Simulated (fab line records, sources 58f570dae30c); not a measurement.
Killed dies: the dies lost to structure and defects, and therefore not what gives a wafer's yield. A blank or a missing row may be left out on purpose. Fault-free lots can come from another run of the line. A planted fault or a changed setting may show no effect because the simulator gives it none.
Problem report in the 8D (eight disciplines) form, filled by code	flow berkeley-cmos170	the parts of the form that need people (team, actions taken, sign-off) are left out

== 1. PROBLEM STATEMENT ==
strip-time-to-endpoint-s at UCB170_M3_STRIP_07 reads a mean of 22.64 s on 6 wafers of 2 lots; wafers without a fault read 21.93 s with a standard deviation of 0.061. Measured from the usual mean, that is +12 standard deviations.
The step: strips in O2.
First observed at day 10 08:54: wafer L296.2, on plasma-asher-03. At this step, 42 wafers from 14 lots have a number in the record. Rule for "out", or "out of limits": more than 4 standard deviations from the usual mean. All remaining wafers that have a number are taken as sound.

== 2. WHAT IT IS, WHAT IT ISN'T ==
question	is	is not
which readings at this step	strip-time-to-endpoint-s	drypump-motor-current-A, oes-product-au
which lots	L296, L301	L289, L291, L292, L294, L297, L304, L306, L307, L309, L310, L311, L312
which wafers of those lots	all that have a number	-
read on which tools	plasma-asher-02, plasma-asher-03	plasma-asher-04
when	from day 10 08:54	up to then (15 sound wafers); but 21 sound wafers of L304, L306, L307, L309, L310, L311, L312 came after

== 3. THE SUSPECTS, EACH WITH WHAT RULES IT OUT ==
Counting: a tool stays on the suspect list if, at a process step up to the reading, it processed all lots that are out and no sound lot following the first of them.
- litho-track-02 at UCB170_M3_COAT_05 (resist thk 900 nm): ruled out as a lasting fault. The sound lots L310 went through it after L296, its earliest lot that is out (day 10 08:38).
Left after counting: nothing in the record.

== 4. THE CAUSE (what the simulator had put in) ==
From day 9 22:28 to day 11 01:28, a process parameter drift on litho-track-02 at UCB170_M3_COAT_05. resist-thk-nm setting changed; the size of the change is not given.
Counting ruled it out, wrongly: the rule takes a fault to strike every lot that its tool runs from its start on, and this one did not.

== 5. SEQUENCE OF EFFECTS, ordered by route ==
One row per reading whose mean, taken over the struck wafers that have a number, lies over 3 standard deviations from the usual. Only readings for which the record gives a usual standard deviation are gone through. hours: the time from each lot's start at the first step in this table that gives one to its start at this step, as a median over the lots. sigmas: the change in usual standard deviations.
hours	step	reading	usual	on struck wafers	change	sigmas
0	UCB170_M3_STRIP_07	strip-time-to-endpoint-s	21.93 s	22.64	+0.71	+12
The process steps in it:
- UCB170_M3_STRIP_07: strips in O2.
Later measuring or inspecting steps at which every struck wafer that the step has a row for has a number for every such reading, and none has moved that far: UCB170_M3_CD_MEAS_15.

== 6. HOW IT WOULD HAVE BEEN CAUGHT EARLIER ==
First out-of-limits reading in this record: day 10 08:54, which is 10 hours after fault onset at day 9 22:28.
